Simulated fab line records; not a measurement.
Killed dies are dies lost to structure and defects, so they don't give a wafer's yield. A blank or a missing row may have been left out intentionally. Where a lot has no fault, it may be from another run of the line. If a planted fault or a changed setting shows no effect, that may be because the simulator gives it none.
Problem report in the 8D (eight disciplines) form, filled by code | flow berkeley cmos170 | the parts of the form that need people (team, actions taken, sign-off) are left out

1. THE ISSUE
Wafers free of any fault read 1240 (standard deviation 11) for NWELL_TW at UCB170_NWELL_TW_MEAS_16, against a mean of 1440 on 6 wafers of 2 lots. That is +18 standard deviations from the usual mean.
Seen first at day 4 05:11 on film metro-01, wafer L655.1. Wafers with a number at this step in the record: 42, from 14 lots. Rule for "out" (also "out of limits"): further than 4 standard deviations from the usual mean. The other wafers with a number count as sound.

2. WHAT IT IS, WHAT IT ISN'T
question                    | is                           | is not
which readings at this step | NWELL_TW                     | -
which lots                  | L655, L657                   | L647, L648, L650, L651, L652, L660, L661, L662, L664, L666, L667, L668
which wafers of those lots  | all that have a number       | -
read on which gauges        | film metro-01, film metro-04 | film metro-03
when                        | from day 4 05:11             | up to then (15 sound wafers); but 21 sound wafers of L660, L661, L662, L664, L666, L667, L668 came after

3. WHAT RULES OUT EACH SUSPECT
Counting: a tool stays on the suspect list if, at a process step up to the reading, it processed all lots that are out and no sound lot following the first of them.
- the gauge at UCB170_NWELL_TW_MEAS_16: ruled out. Those wafers that are out were read across 2 gauges (film metro-01, film metro-04).
- implanter-04 at UCB170_NWELL_IMPLANT_14: ruled out as a lasting fault. After its first lot that is out, L655 (day 4 04:56), sound lots L668 ran on it.
- plasma asher-02 at UCB170_NWELL_STRIP_15 (strips in O2): ruled out as a lasting fault. After its first lot that is out, L655 (day 4 05:05), sound lots L661, L664, L668, L667 ran on it.
Left after counting: nothing in the record.

4. THE CAUSE (what the simulator had put in)
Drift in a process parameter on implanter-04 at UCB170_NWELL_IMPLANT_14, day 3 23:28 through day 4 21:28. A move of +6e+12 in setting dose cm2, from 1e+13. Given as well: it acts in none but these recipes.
The count ruled it out by mistake, since the rule takes a fault to strike every lot its tool runs from the start of the fault on, and this one did not do so.

5. SEQUENCE OF EFFECTS, ordered by route
One row per reading whose mean, taken over the struck wafers that have a number, lies over 3 standard deviations from the usual. Only readings whose record carries a usual standard deviation are examined. hours: median over the lots of the time between each lot's start at the first step of this table that gives one and its start at this step. sigmas: the change, counted in usual standard deviations.
hours | step                    | reading            | usual     | on struck wafers | change     | sigmas
0     | UCB170_NWELL_IMPLANT_14 | dose ions cm2      | 9.997e+12 | 1.600e+13        | +6.004e+12 | +99 or more
0     | UCB170_NWELL_IMPLANT_14 | faraday current uA | 31.7      | 50.8             | +19.1      | +34
0     | UCB170_NWELL_TW_MEAS_16 | NWELL_TW           | 1240      | 1440             | +200       | +18
Here are the process steps it includes:
- UCB170_NWELL_IMPLANT_14
Later steps that measure or inspect, where all struck wafers having a row at the step show a number for every such reading and not one has moved that far: UCB170_ACTIVE_THK_MEAS_06.

6. HOW IT WOULD HAVE BEEN CAUGHT EARLIER
Counted from the fault's start at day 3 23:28, it took 6 hours until the first out-of-limits reading at a measuring or inspecting step in this record, taken at day 4 05:11.
At UCB170_NWELL_IMPLANT_14, the tool's own readings (dose ions cm2, faraday current uA) were out on each struck wafer the step has a row for, so an alarm limit on them would have fired on the first such wafer.
